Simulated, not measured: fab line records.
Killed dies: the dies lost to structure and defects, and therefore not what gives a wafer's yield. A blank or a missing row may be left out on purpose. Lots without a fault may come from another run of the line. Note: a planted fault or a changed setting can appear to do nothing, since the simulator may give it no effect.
A struck lot beside a sound one	flow rit_cmos	16 steps out of a route of 202
Sound: these wafers, L311.3, L311.5, L311.6. Struck: wafers L308.1, L308.2, L308.4. Last of all comes the cause.
Each step with rows lists, per side, the tool, then ch with its chambers, then its first start. Under that, the readings that differ: sound wafers	struck wafers	difference of the means	sigmas: that difference in standard deviations of wafers without a fault.
alike: readings with means less than 2 such deviations apart, plus words and numbers identical on both sides. not compared: withheld readings, readings lacking a value on some wafer, bounds such as >300 that could conceal the same value, and numbers that have no deviation in the record and whose values overlap.
Wherever a step has rows on one side only, a row that says differs or no value, or a row with sigmas, the two part there. Numbers that don't overlap but have no deviation are shown without sigmas and don't part them. A reading missing from all wafers of one side parts the sides only when that side holds two or more wafers.

first, 4 steps without rows for these wafers: RIT_ACTIVE_SOFTBAKE_07 (time 60 s); RIT_ACTIVE_EXPOSE_08 (exposes mask M1, target cd 1400 nm); RIT_ACTIVE_PEB_09; RIT_ACTIVE_DEVELOP_10 (develop time 50 s).
RIT_ACTIVE_CD_MEAS_11 targets a cd of 1400 nm.
  sound on cd_sem-01 at day 5 20:04; struck on cd_sem-01 at day 5 06:37
  alike: cd_nm
then, 1 step without rows for these wafers: RIT_ACTIVE_HARDBAKE_12 (time 60 s).
RIT_ACTIVE_ETCH_13: etches Si3N4 in SF6, stops on SiO2, time 210 s, target depth 210 nm.
  sound on rie_diel-04 ch 2,3, day 5 20:17; struck on rie_diel-04 ch 0,1,2, day 5 06:59
  alike: SF6_flow_sccm, drypump_motor_current_A, oes_product_au, throttle_valve_pct
  not compared: rf_hours_counter_h
RIT_ACTIVE_STRIP_14: strips in O2, time 180 s.
  sound on plasma_asher-01 ch 0,1, day 5 20:29; struck on plasma_asher-01 ch 0,1, day 5 07:08
  alike: drypump_motor_current_A
  not compared: rf_hours_counter_h
RIT_ACTIVE_CD_MEAS_90 targets a cd of 1400 nm.
  sound on cd_sem-02 at day 5 20:38; struck on cd_sem-02 at day 5 07:18
  alike: cd_nm
then, 3 steps without rows for these wafers: RIT_ACTIVE_CLEAN_15 (cleans in SC1, time 600 s); RIT_ACTIVE_CLEAN_16 (cleans in dHF, time 30 s); RIT_ACTIVE_CLEAN_17 (cleans in SC2, time 600 s).
RIT_FOX1_OXIDATION_00: target thk 350.7 nm, ox time 1130 s.
  sound on furnace-01 ch 0, day 5 22:14; struck on furnace-03 ch 0, day 5 07:47
reading	sound	struck	difference	sigmas
spike_tc_centre_C (C)	1103.0 1102.1 1102.5	1077.8 1077.6 1077.6	-24.9	-23
spike_tc_load_C (C)	1125 1125 1125	1106 1107 1107	-18	-5
spike_tc_source_C (C)	1124.5 1123.9 1123.8	1101.6 1103.2 1102.6	-21.6	-17
tube_center_temp_C (C)	1099.7 1099.8 1100.2	1074.9 1075 1075	-24.9	-99 or more
tube_center_temp_C_max	1102.4 1102.7 1102.9	1077.5 1078.4 1077.5	-24.9	-53
model.SiO2_of_FOX1_OXIDATION_00.thk_nm (nm)	363.4 356.3 354.5	282.3 286.2 286.4	-73.1	
RIT_FOX1_THK_MEAS_01:
  sound on film_metro-03 at day 5 23:34; struck on film_metro-03 at day 5 09:11
reading	sound	struck	difference	sigmas
FOX1_OXIDE_THK (nm)	363 356 355	282 286 287	-73	-9
then, 1 step without rows for these wafers: RIT_FOX1_WET_ETCH_02 (etches SiO2 in BOE, target depth 350 nm, time 390 s).
-- the record jumps here: 2 days lie between the struck wafers' starts before and after (it left off in module FOX1 and takes up again in module M1, whose first step shown is number 202 of the route) --
RIT_M1_PROBE_99:
  sound on prober-02 at day 7 22:53; struck on prober-01 at day 7 15:02
reading	sound	struck	difference	sigmas
model.etest.nplus_sal.width_nm (nm)	3444 3446 3446	3522 3492 3517	+65	
model.etest.pplus_sal.width_nm (nm)	3447 3453 3451	3494 3494 3508	+48	
model.etest.nldd.width_nm (nm)	3176 3178 3176	3206 3236 3246	+53	
model.etest.pldd.width_nm (nm)	3156 3186 3170	3228 3230 3211	+52	
  alike: killed_at_contacts, killed_at_front_end, killed_dies, killed_open, killed_short

== WHERE THEY PART ==
Last at RIT_FOX1_THK_MEAS_01 as far as this record goes, first at RIT_FOX1_OXIDATION_00. Later steps at which nothing parts them and some readings are alike: RIT_M1_PROBE_99.

WHY: the cause the simulator had injected
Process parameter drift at RIT_FOX1_OXIDATION_00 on furnace-03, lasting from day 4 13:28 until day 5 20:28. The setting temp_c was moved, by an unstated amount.
